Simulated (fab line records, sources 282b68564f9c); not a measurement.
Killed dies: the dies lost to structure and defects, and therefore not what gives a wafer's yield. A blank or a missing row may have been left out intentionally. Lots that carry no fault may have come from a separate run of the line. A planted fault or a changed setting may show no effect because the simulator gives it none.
Comparing a struck lot with a sound one | flow ritCmos | 15 out of 202 route steps
Sound: wafers L892.3, L892.4, L892.6. The struck wafers were L909.4, L909.5, L909.6. The cause is given at the end.
At each step with rows: each side's tool, then ch and its chambers, then its first start. Under that, the readings that differ: sound wafers | struck wafers | difference of the means | sigmas: that difference in standard deviations of wafers without a fault.
alike: readings whose means differ by less than 2 such deviations, and words and numbers that are the same on both sides. not compared: withheld readings, readings that some wafer has no value for, bounds like >300 that may hide the same value, and numbers for which the record gives no deviation and whose values overlap.
Wherever a step has rows on one side only, a row that says differs or no value, or a row with sigmas, the two part there. Numbers that have no deviation but don't overlap get no sigmas and don't part them. A reading that every wafer of one side lacks parts them only if that side has two wafers or more.

RIT_ACTIVE_BOW_MEAS_00:
  sound on filmMetro-03, day 1 10:02; struck on filmMetro-03, day 4 23:04
  alike: INCOMING_BOW
then, 1 step without rows for these wafers: RIT_ACTIVE_OXIDATION_01 (target thk 46.8 nm, ox time 3360 s).
RIT_ACTIVE_THK_MEAS_02:
  sound on filmMetro-02, day 1 12:11; struck on filmMetro-01, day 5 01:05
  alike: ACTIVE_OXIDE_THK
then, 1 step without rows for these wafers: RIT_ACTIVE_CVD_03 (deposits Si3N4 from SiH2Cl2/NH3, target thk 150 nm, time 1500 s).
RIT_ACTIVE_THK_MEAS_04:
  sound on filmMetro-01, day 1 13:40; struck on filmMetro-02, day 5 02:34
reading                 | sound             | struck            | difference | sigmas
ACTIVE_NITRIDE_THK (nm) | 151.7 152.7 152.8 | 147.9 150.0 148.3 | -3.7       | -3
then, 6 steps without rows for these wafers: RIT_ACTIVE_HMDS_05 (prime time 60 s); RIT_ACTIVE_COAT_06 (resist thk 1000 nm); RIT_ACTIVE_SOFTBAKE_07 (time 60 s); RIT_ACTIVE_EXPOSE_08 (exposes mask M1, target cd 1400 nm); RIT_ACTIVE_PEB_09; RIT_ACTIVE_DEVELOP_10 (develop time 50 s).
RIT_ACTIVE_CD_MEAS_11: target cd 1400 nm.
  sound on cdSem-01, day 1 14:43; struck on cdSem-01, day 5 03:37
  alike: cdNm
RIT_ACTIVE_HARDBAKE_12: time 60 s.
  sound on lithoTrack-04 ch 0, day 1 15:03; struck on lithoTrack-03 ch 0, day 5 03:54
reading               | sound                | struck               | difference | sigmas
heaterPowerTotalW (W) | 62.53 62.52 62.50    | 61.60 61.74 61.54    | -0.89      | -18
plateTempC (C)        | 140.10 140.05 139.97 | 138.57 138.66 138.37 | -1.51      | -10
RIT_ACTIVE_ETCH_13: etches Si3N4 in SF6, stops on SiO2, time 210 s, target depth 210 nm.
  sound on rieDiel-03 ch 1,2,3, day 1 15:09; struck on rieDiel-04 ch 0,1,2, day 5 03:59
  alike: drypumpMotorCurrentA, oesProductAu, throttleValvePct
  not compared: rfHoursCounterH
RIT_M1_PROBE_99:
  sound on prober-02, day 3 08:40; struck on prober-01, day 6 23:35
  alike: killedAtContacts, killedAtFrontEnd, killedDies, killedOnRim, killedOpen, killedShort

== WHERE THEY PART ==
Last at RIT_ACTIVE_HARDBAKE_12 as far as this record goes, first at RIT_ACTIVE_THK_MEAS_04. Later steps at which nothing parts them and some readings are alike: RIT_ACTIVE_ETCH_13, RIT_M1_PROBE_99.

WHY: what had been put in by the simulator
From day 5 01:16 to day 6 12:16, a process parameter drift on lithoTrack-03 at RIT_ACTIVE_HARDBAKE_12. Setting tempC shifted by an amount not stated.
